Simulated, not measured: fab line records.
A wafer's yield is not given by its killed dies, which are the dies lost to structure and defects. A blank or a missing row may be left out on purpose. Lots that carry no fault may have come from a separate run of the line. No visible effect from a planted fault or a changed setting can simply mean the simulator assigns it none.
Which tool did it?    flow rit-cmos    39 wafers from 13 lots sampled at 2 of the route's 202 steps

## WHAT THE GAUGES SHOWED, per wafer
The record holds no reading of a measuring or inspecting step that can be judged against a usual standard deviation.

## WHICH TOOL RAN EACH LOT (tool, then ch and the chambers of the sampled wafers, then the start)
lot   RIT_FOX2_WET_ETCH_03            RIT_M1_PROBE_99
L821  wet-bench-02 ch 2, day 2 01:04  prober-02, day 4 03:40
L822  wet-bench-04 ch 0, day 2 04:58  -
L825  wet-bench-04 ch 1, day 3 07:36  -
L826  wet-bench-04 ch 2, day 3 07:36  -
L827  wet-bench-04 ch 2, day 3 07:36  -
L828  wet-bench-04 ch 1, day 3 19:05  -
L830  wet-bench-04 ch 2, day 3 23:29  -
L835  wet-bench-02 ch 0, day 4 22:52  -
L837  wet-bench-02 ch 1, day 5 07:29  -
L841  wet-bench-02 ch 1, day 6 04:18  prober-01, day 7 23:29
L842  wet-bench-03 ch 1, day 6 05:33  -
L843  wet-bench-04 ch 2, day 6 13:57  -
L844  wet-bench-02 ch 3, day 6 17:32  -
- RIT_FOX2_WET_ETCH_03: etches Si3N4 in H3PO4, target depth 195 nm, time 2700 s.
- RIT_M1_PROBE_99

## AS READ BY THE TOOLS THEMSELVES (means over the sampled wafers that have a number; for cases with no such wafer, the mark the record gives instead)
RIT_FOX2_WET_ETCH_03.
lot   tool          run-length-s (s)
L821  wet-bench-02  2733
L822  wet-bench-04  2734
L825  wet-bench-04  2726
L826  wet-bench-04  2726
L827  wet-bench-04  2726
L828  wet-bench-04  2726
L830  wet-bench-04  2725
L835  wet-bench-02  2724
L837  wet-bench-02  2725
L841  wet-bench-02  5426
L842  wet-bench-03  2725
L843  wet-bench-04  2726
L844  wet-bench-02  2734

RIT_M1_PROBE_99.
lot   tool       killed-at-contacts  killed-at-front-end  killed-dies  killed-open  killed-short
L821  prober-02  0.0                 5                    5            1.0          3.7
L841  prober-01  0.0                 5                    5            2.7          2.0

## THE ANSWER, worked out from the rows above alone
Rule: the usual values come from the lots themselves. Put in order of their means at a reading, lots are off if they are a third of the lots or fewer, leave a main group of 4 or more, and stand apart from it by a gap of 3 or more times the standard deviation of the main group's means; of several such gaps the widest counts. If all means in a main group match to the digits the tables above print for the reading, that group is not used. A lot without any number at a reading at which 4 lots or more have one is off too. All remaining lots with rows at the step are treated as sound. After the gauges, taken in route order, come the tools' own readings; for these a lot's mean is taken, as printed above. The first step at which some lot is off is used, and at that step the reading that is off furthest; a lot without a number counts as furthest.
Off at RIT_FOX2_WET_ETCH_03 (run-length-s): L841. The main group has a mean of 2728 s with a standard deviation of 3.6.
If a tool, at that step or one of the process steps before it, ran each lot that is off and ran no sound lot following the first of them, it fits. Not one of the candidates tried fits.

## WHAT THE SIMULATOR HAD PUT IN
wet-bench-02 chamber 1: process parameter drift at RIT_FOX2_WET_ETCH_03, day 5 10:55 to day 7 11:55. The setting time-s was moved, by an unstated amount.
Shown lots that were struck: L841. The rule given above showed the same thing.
